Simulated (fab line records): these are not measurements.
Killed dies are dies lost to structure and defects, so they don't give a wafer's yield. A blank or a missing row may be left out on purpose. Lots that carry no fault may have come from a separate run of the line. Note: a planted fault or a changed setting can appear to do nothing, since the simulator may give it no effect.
Problem report in the 8D (eight disciplines) form, filled by code || flow berkeley cmos170 || the parts of the form that need people (team, actions taken, sign-off) are left out

== 1. THE ISSUE ==
M2_AL_RS at UCB170_M2_RS_MEAS_02 reads a mean of 0.06821 ohm/sq on 1 wafer of 1 lot; wafers without a fault read 0.03223 ohm/sq with a standard deviation of 0.0003. That is +99 or more standard deviations from the usual mean.
The step: measures by four-point-probe.
First observed at day 12 06:32: wafer L211.1, on film metro-02. At this step, 39 wafers from 13 lots have a number in the record. By rule, "out" or "out of limits" means more than 4 standard deviations away from the usual mean. All remaining wafers that have a number are taken as sound.

== 2. WHAT IT IS, WHAT IT ISN'T ==
{"question": "which readings at this step", "is": "M2_AL_RS", "is not": "-"}
{"question": "which lots", "is": "L211", "is not": "L197, L198, L199, L201, L202, L203, L204, L212, L213, L215, L216, L219"}
{"question": "which wafers of those lots", "is": "L211.1", "is not": "L211.2, L211.4"}
{"question": "read on which gauges", "is": "film metro-02", "is not": "film metro-03, film metro-04"}
{"question": "when", "is": "from day 12 06:32", "is not": "up to then (26 sound wafers); but 12 sound wafers of L212, L215, L216, L219 came after"}

== 3. THE SUSPECTS, EACH WITH WHAT RULES IT OUT ==
Counting: if a tool at a process step up to the reading ran every lot that is out, it stays a suspect. Sound lots after the first of them don't rule it out here, since some wafers of a struck lot are sound.
- the gauge at UCB170_M2_RS_MEAS_02 has been ruled out. All the wafers that are out were read on film metro-02, but those of them that UCB170_M2_METAL_ETCH_18 has rows for are out there too, on other tools.
- pvd sputter-02 at UCB170_M2_SPUTTER_01 (material Al, target thk 900 nm, time 120 s): kept. The lot that is out, L211, ran on it at day 12 06:26; the last sound lot it ran before that was L203, at day 10 06:36.
Remaining after the count: pvd sputter-02 at UCB170_M2_SPUTTER_01.

== 4. THE CAUSE (what the simulator had put in) ==
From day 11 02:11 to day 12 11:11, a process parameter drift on pvd sputter-02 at UCB170_M2_SPUTTER_01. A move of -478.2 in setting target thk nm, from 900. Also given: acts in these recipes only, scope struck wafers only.
Only this tool survived the counting.

== 5. SEQUENCE OF EFFECTS, ordered by route ==
One row per reading whose mean, taken over the struck wafers that have a number, lies over 3 standard deviations from the usual. Readings are gone through only where the record gives a usual standard deviation; hours: the median, over the lots, of the time from a lot's start at the first step in this table giving one to that lot's start at this step; sigmas: the change measured in usual standard deviations.
{"hours": 0, "step": "UCB170_M2_RS_MEAS_02", "reading": "M2_AL_RS", "usual": "0.03223 ohm/sq", "on struck wafers": 0.06821, "change": "+0.03598", "sigmas": "+99 or more"}
{"hours": 0, "step": "UCB170_M2_THK_MEAS_03", "reading": "M2_AL_THK", "usual": "907 nm", "on struck wafers": 433, "change": -474, "sigmas": -55}
{"hours": 2, "step": "UCB170_M2_METAL_ETCH_18", "reading": "oes product au", "usual": "0.854 a.u.", "on struck wafers": 0.611, "change": -0.243, "sigmas": -35}
Process steps it contains:
- UCB170_M2_METAL_ETCH_18: etches Al in Cl2/BCl3, stops on SiO2, target depth 1170 nm, time 195 s.
At these later measuring or inspecting steps, every struck wafer for which the step has a row has a number for every such reading, and none has moved that far: UCB170_M3_OVL_MEAS_16.

== 6. WHAT WOULD HAVE CAUGHT IT SOONER ==
Counted from the fault's start at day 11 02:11, it took 28 hours until the first out-of-limits reading at a measuring or inspecting step in this record, taken at day 12 06:32.
No tool reading at UCB170_M2_SPUTTER_01 that has a usual standard deviation in the record was out on any struck wafer, so an alarm limit of 4 standard deviations on those readings would not have fired.
Each of the lots that are out, 1 in all, had begun UCB170_M2_SPUTTER_01 on pvd sputter-02 no later than day 12 06:32. Tool hold at that time: it would have spared none of them.
